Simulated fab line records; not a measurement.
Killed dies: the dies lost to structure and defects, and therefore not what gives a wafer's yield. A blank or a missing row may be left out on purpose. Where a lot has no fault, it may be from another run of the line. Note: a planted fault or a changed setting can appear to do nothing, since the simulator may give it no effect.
The tool behind it: which one? || flow berkeley-cmos170 || 42 wafers from 14 lots sampled at 5 of the route's 331 steps

== WHAT THE GAUGES READ, wafer by wafer ==
UCB170_NWELL_OVL_MEAS_12.
{"lot": "L148", "measured": "day 2 07:48", "on": "overlay-01", "NWELL_OVL (nm)": "8 2 9"}
{"lot": "L154", "measured": "day 3 21:13", "on": "overlay-01", "NWELL_OVL (nm)": "-1 3 2"}
{"lot": "L155", "measured": "day 3 21:16", "on": "overlay-02", "NWELL_OVL (nm)": "3 -5 -1"}
{"lot": "L156", "measured": "day 4 02:33", "on": "overlay-01", "NWELL_OVL (nm)": "0 -2 -4"}
{"lot": "L157", "measured": "day 4 11:51", "on": "overlay-01", "NWELL_OVL (nm)": "1 2 -4"}
{"lot": "L158", "measured": "day 4 12:01", "on": "overlay-02", "NWELL_OVL (nm)": "7 0 6"}
{"lot": "L160", "measured": "day 5 06:29", "on": "overlay-01", "NWELL_OVL (nm)": "0 5 1"}
{"lot": "L165", "measured": "day 6 07:34", "on": "overlay-01", "NWELL_OVL (nm)": "-4 -2 1"}
{"lot": "L166", "measured": "day 6 07:50", "on": "overlay-02", "NWELL_OVL (nm)": "4 0 5"}
{"lot": "L167", "measured": "day 6 16:43", "on": "overlay-01", "NWELL_OVL (nm)": "4 -3 -3"}
{"lot": "L168", "measured": "day 6 21:56", "on": "overlay-02", "NWELL_OVL (nm)": "10 -2 2"}
{"lot": "L170", "measured": "day 7 03:45", "on": "overlay-01", "NWELL_OVL (nm)": "-2 7 -2"}
{"lot": "L169", "measured": "day 7 04:00", "on": "overlay-01", "NWELL_OVL (nm)": "13 10 5"}
{"lot": "L171", "measured": "day 7 09:26", "on": "overlay-02", "NWELL_OVL (nm)": "13 2 10"}

UCB170_GATE_CD_MEAS_90 targets a cd of 350 nm.
{"lot": "L148", "measured": "day 7 04:13", "on": "cd-sem-01", "cd-nm (nm)": "350.0 350.9 350.0"}
{"lot": "L154", "measured": "day 8 18:06", "on": "cd-sem-02", "cd-nm (nm)": "350.1 350.3 350.5"}
{"lot": "L155", "measured": "day 8 17:59", "on": "cd-sem-01", "cd-nm (nm)": "350.8 352.6 351.3"}
{"lot": "L156", "measured": "day 9 04:32", "on": "cd-sem-02", "cd-nm (nm)": "- - -"}
{"lot": "L157", "measured": "day 9 04:42", "on": "cd-sem-02", "cd-nm (nm)": "- - -"}
{"lot": "L158", "measured": "day 9 04:19", "on": "cd-sem-01", "cd-nm (nm)": "349.1 348.2 349.4"}
{"lot": "L160", "measured": "day 9 21:34", "on": "cd-sem-01", "cd-nm (nm)": "351.1 352.3 350.9"}
{"lot": "L165", "measured": "day 11 00:58", "on": "cd-sem-02", "cd-nm (nm)": "349.4 348.7 349.4"}
{"lot": "L166", "measured": "day 11 00:47", "on": "cd-sem-01", "cd-nm (nm)": "349.9 349.5 349.6"}
{"lot": "L167", "measured": "day 11 01:37", "on": "cd-sem-02", "cd-nm (nm)": "347.7 347.4 348.5"}
{"lot": "L168", "measured": "day 11 01:23", "on": "cd-sem-01", "cd-nm (nm)": "352.9 351.7 352.4"}
{"lot": "L170", "measured": "day 11 16:13", "on": "cd-sem-01", "cd-nm (nm)": "347.3 347.7 347.8"}
{"lot": "L169", "measured": "day 11 15:57", "on": "cd-sem-01", "cd-nm (nm)": "350.9 350.9 351.3"}
{"lot": "L171", "measured": "day 11 16:44", "on": "cd-sem-01", "cd-nm (nm)": "350.5 350.0 349.5"}

UCB170_SDANNEAL_RS_MEAS_02: uses a four-point probe to measure.
{"lot": "L148", "measured": "day 7 19:23", "on": "film-metro-03", "PSD_RS (ohm/sq)": "75.5 75.6 75.9"}
{"lot": "L154", "measured": "day 9 09:11", "on": "film-metro-02", "PSD_RS (ohm/sq)": "75.3 75.2 75.1"}
{"lot": "L155", "measured": "day 9 09:47", "on": "film-metro-02", "PSD_RS (ohm/sq)": "75.9 75.7 76.1"}
{"lot": "L158", "measured": "day 9 19:49", "on": "film-metro-02", "PSD_RS (ohm/sq)": "75.3 75.5 75.1"}
{"lot": "L160", "measured": "day 10 12:50", "on": "film-metro-01", "PSD_RS (ohm/sq)": "75.7 76.2 75.9"}
{"lot": "L165", "measured": "day 11 16:13", "on": "film-metro-01", "PSD_RS (ohm/sq)": "75.5 75.7 75.7"}
{"lot": "L166", "measured": "day 11 15:51", "on": "film-metro-03", "PSD_RS (ohm/sq)": "75.6 76.1 76.0"}
{"lot": "L167", "measured": "day 11 16:38", "on": "film-metro-02", "PSD_RS (ohm/sq)": "75.7 75.8 75.6"}
{"lot": "L168", "measured": "day 11 16:38", "on": "film-metro-03", "PSD_RS (ohm/sq)": "75.7 76.0 75.8"}
{"lot": "L170", "measured": "day 12 08:40", "on": "film-metro-02", "PSD_RS (ohm/sq)": "75.3 74.9 75.2"}
{"lot": "L169", "measured": "day 12 09:31", "on": "film-metro-01", "PSD_RS (ohm/sq)": "76.0 76.1 76.0"}
{"lot": "L171", "measured": "day 12 09:52", "on": "film-metro-02", "PSD_RS (ohm/sq)": "75.3 75.8 75.5"}

UCB170_V2_OVL_MEAS_13.
{"lot": "L148", "measured": "day 8 15:43", "on": "overlay-02", "V2_OVL (nm)": "-1 -6 -6"}
{"lot": "L154", "measured": "day 10 03:31", "on": "overlay-01", "V2_OVL (nm)": "-6 -6 -6"}
{"lot": "L155", "measured": "day 10 04:04", "on": "overlay-02", "V2_OVL (nm)": "-4 -1 -5"}
{"lot": "L158", "measured": "day 10 13:32", "on": "overlay-01", "V2_OVL (nm)": "-9 -6 -8"}
{"lot": "L160", "measured": "day 11 07:34", "on": "overlay-01", "V2_OVL (nm)": "-8 -11 -7"}
{"lot": "L165", "measured": "day 12 12:32", "on": "overlay-02", "V2_OVL (nm)": "-5 -8 -8"}
{"lot": "L166", "measured": "day 12 12:13", "on": "overlay-02", "V2_OVL (nm)": "-6 -11 -7"}
{"lot": "L167", "measured": "day 12 13:23", "on": "overlay-01", "V2_OVL (nm)": "-12 -10 -10"}
{"lot": "L168", "measured": "day 12 12:25", "on": "overlay-01", "V2_OVL (nm)": "-11 -4 -1"}
{"lot": "L170", "measured": "day 13 01:56", "on": "overlay-02", "V2_OVL (nm)": "-2 -5 -2"}
{"lot": "L169", "measured": "day 13 04:44", "on": "overlay-02", "V2_OVL (nm)": "-7 -4 -9"}
{"lot": "L171", "measured": "day 13 05:28", "on": "overlay-02", "V2_OVL (nm)": "0 -6 0"}

== WHAT TOOL EACH LOT RAN ON (gives the tool, then ch and the chambers of the sampled wafers, and finally the start) ==
{"lot": "L148", "UCB170_GATE_CVD_04": "lpcvd-01 ch 0, day 7 00:29"}
{"lot": "L154", "UCB170_GATE_CVD_04": "lpcvd-01 ch 0, day 8 14:56"}
{"lot": "L155", "UCB170_GATE_CVD_04": "lpcvd-01 ch 1, day 8 14:56"}
{"lot": "L156", "UCB170_GATE_CVD_04": "lpcvd-02 ch 1, day 9 01:05"}
{"lot": "L157", "UCB170_GATE_CVD_04": "lpcvd-02 ch 0, day 9 01:05"}
{"lot": "L158", "UCB170_GATE_CVD_04": "lpcvd-02 ch 1, day 9 01:05"}
{"lot": "L160", "UCB170_GATE_CVD_04": "lpcvd-02 ch 1, day 9 18:38"}
{"lot": "L165", "UCB170_GATE_CVD_04": "lpcvd-02 ch 1, day 10 21:56"}
{"lot": "L166", "UCB170_GATE_CVD_04": "lpcvd-02 ch 1, day 10 21:56"}
{"lot": "L167", "UCB170_GATE_CVD_04": "lpcvd-02 ch 1, day 10 21:56"}
{"lot": "L168", "UCB170_GATE_CVD_04": "lpcvd-02 ch 0, day 10 21:56"}
{"lot": "L170", "UCB170_GATE_CVD_04": "lpcvd-01 ch 0, day 11 13:17"}
{"lot": "L169", "UCB170_GATE_CVD_04": "lpcvd-01 ch 0, day 11 13:17"}
{"lot": "L171", "UCB170_GATE_CVD_04": "lpcvd-01 ch 0, day 11 13:17"}
- UCB170_GATE_CVD_04: deposits poly-Si from SiH4, time 1440 s, target thk 214 nm.

== AS READ BY THE TOOLS THEMSELVES (means over the sampled wafers that have a number; for cases with no such wafer, the mark the record gives instead) ==
UCB170_GATE_CVD_04.
{"lot": "L148", "tool": "lpcvd-01", "pressure-mtorr (mTorr)": 375.6, "sih4-flow-sccm (sccm)": 119.9}
{"lot": "L154", "tool": "lpcvd-01", "pressure-mtorr (mTorr)": 373.7, "sih4-flow-sccm (sccm)": 119.6}
{"lot": "L155", "tool": "lpcvd-01", "pressure-mtorr (mTorr)": 374.8, "sih4-flow-sccm (sccm)": 119.7}
{"lot": "L156", "tool": "lpcvd-02", "pressure-mtorr (mTorr)": "-", "sih4-flow-sccm (sccm)": "-"}
{"lot": "L157", "tool": "lpcvd-02", "pressure-mtorr (mTorr)": "-", "sih4-flow-sccm (sccm)": "-"}
{"lot": "L158", "tool": "lpcvd-02", "pressure-mtorr (mTorr)": 374.4, "sih4-flow-sccm (sccm)": 120.3}
{"lot": "L160", "tool": "lpcvd-02", "pressure-mtorr (mTorr)": 375.0, "sih4-flow-sccm (sccm)": 120.1}
{"lot": "L165", "tool": "lpcvd-02", "pressure-mtorr (mTorr)": 374.4, "sih4-flow-sccm (sccm)": 120.0}
{"lot": "L166", "tool": "lpcvd-02", "pressure-mtorr (mTorr)": 374.3, "sih4-flow-sccm (sccm)": 120.4}
{"lot": "L167", "tool": "lpcvd-02", "pressure-mtorr (mTorr)": 374.7, "sih4-flow-sccm (sccm)": 120.2}
{"lot": "L168", "tool": "lpcvd-02", "pressure-mtorr (mTorr)": 374.4, "sih4-flow-sccm (sccm)": 120.5}
{"lot": "L170", "tool": "lpcvd-01", "pressure-mtorr (mTorr)": 375.8, "sih4-flow-sccm (sccm)": 119.5}
{"lot": "L169", "tool": "lpcvd-01", "pressure-mtorr (mTorr)": 375.1, "sih4-flow-sccm (sccm)": 120.1}
{"lot": "L171", "tool": "lpcvd-01", "pressure-mtorr (mTorr)": 375.4, "sih4-flow-sccm (sccm)": 120.1}

== THE ANSWER, worked out from the rows above alone ==
Rule: usual is defined by the lots themselves. Put in order of their means at a reading, lots are off if they are a third of the lots or fewer, leave a main group of 4 or more, and stand apart from it by a gap of 3 or more times the standard deviation of the main group's means; of several such gaps the widest counts. A main group whose means are all the same, to the digits that the tables above print for the reading, isn't used. Also off: a lot with no number at a reading for which 4 or more lots have one. The other lots that the step has rows for count as sound. Order of review: gauges by route order, followed by the tools' own readings, for which a lot's mean as printed above is used. At the first step where some lot is off, the reading lying furthest off is the one used; lots without a number count as furthest.
Off: L156, L157, at UCB170_GATE_CD_MEAS_90 (cd-nm). Without a number there: L156, L157. The main group has a mean of 350.0 nm with a standard deviation of 1.4.
If a tool, at a process step before that reading, ran all the lots that are off and no sound lot after the first of them, it fits. The gauges at UCB170_GATE_CD_MEAS_90 aren't tried: what is off there is off at UCB170_GATE_CVD_04 too, on other tools, and a gauge's error can't cause that. Not one of the candidates tried fits.

== WHAT THE SIMULATOR HAD PUT IN ==
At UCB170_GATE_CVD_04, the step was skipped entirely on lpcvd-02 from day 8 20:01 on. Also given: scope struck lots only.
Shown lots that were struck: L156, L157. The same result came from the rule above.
